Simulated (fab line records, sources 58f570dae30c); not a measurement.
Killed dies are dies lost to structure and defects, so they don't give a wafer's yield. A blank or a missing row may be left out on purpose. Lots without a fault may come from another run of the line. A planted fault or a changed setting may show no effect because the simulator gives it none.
One fault seen from 2 desks | flow berkeley_cmos170 | each desk has only its own numbers; what lay behind them comes last

THE METROLOGY DESK
What the gauges read, lot by lot, whatever tool the lot ran on: means of the sampled wafers that have a number. A lot is out of limits, marked OUT, if its mean lies more than 4 standard deviations from the usual mean; the brackets give that distance.
Columns: A = cd_nm at UCB170_V1_CD_MEAS_12, usual 699.7 nm; B = M2_OVL at UCB170_M2_OVL_MEAS_16, usual 0 nm; C = V2_OVL at UCB170_V2_OVL_MEAS_13, usual -1 nm
lot  | first seen here | A     | B  | C
L608 | day 7 20:07     | 698.2 | -1 | -3
L606 | day 7 20:14     | 699.5 | 7  | 3
L607 | day 7 21:08     | 700.8 | -4 | -2
L609 | day 7 23:38     | 700.7 | 2  | -2
L610 | day 8 14:50     | 697.3 | 8  | -4
L611 | day 8 15:09     | 699.2 | -4 | -3
L620 | day 10 09:35    | 700.0 | -6 | -1
L622 | day 10 14:56    | 701.8 | -3 | -3
L623 | day 10 15:19    | 698.6 | -8 | 0
L625 | day 10 20:29    | 700.2 | 5  | -2
L621 | day 10 21:11    | 699.8 | -1 | 7
L626 | day 10 23:20    | 698.9 | -1 | 4
This desk's finding: nothing out of limits on any of the 12 lots.

THE TOOL OWNER'S DESK: krf_scanner-02
The tool's own readings at UCB170_M3_EXPOSE_12 (exposes mask METAL3, target cd 700 nm): means of the sampled wafers that have a number, for each lot that ran on this tool. A lot is out of limits, marked OUT, if its mean lies more than 4 standard deviations from the usual mean; the brackets give that distance.
Columns: A = exposure_dose_mJ_cm2 at UCB170_M3_EXPOSE_12, usual 25.998
lot  | first seen here | A
L607 | day 8 07:16     | 26.038
L609 | day 8 08:28     | 25.973
L611 | day 9 00:37     | 25.980
L620 | day 10 18:45    | 25.923
This desk's finding: nothing out of limits on any of the 4 lots.

PUT TOGETHER
The metrology desk saw nothing out of limits.
The tool owner's desk saw nothing out of limits.

WHAT THE SIMULATOR HAD PUT IN
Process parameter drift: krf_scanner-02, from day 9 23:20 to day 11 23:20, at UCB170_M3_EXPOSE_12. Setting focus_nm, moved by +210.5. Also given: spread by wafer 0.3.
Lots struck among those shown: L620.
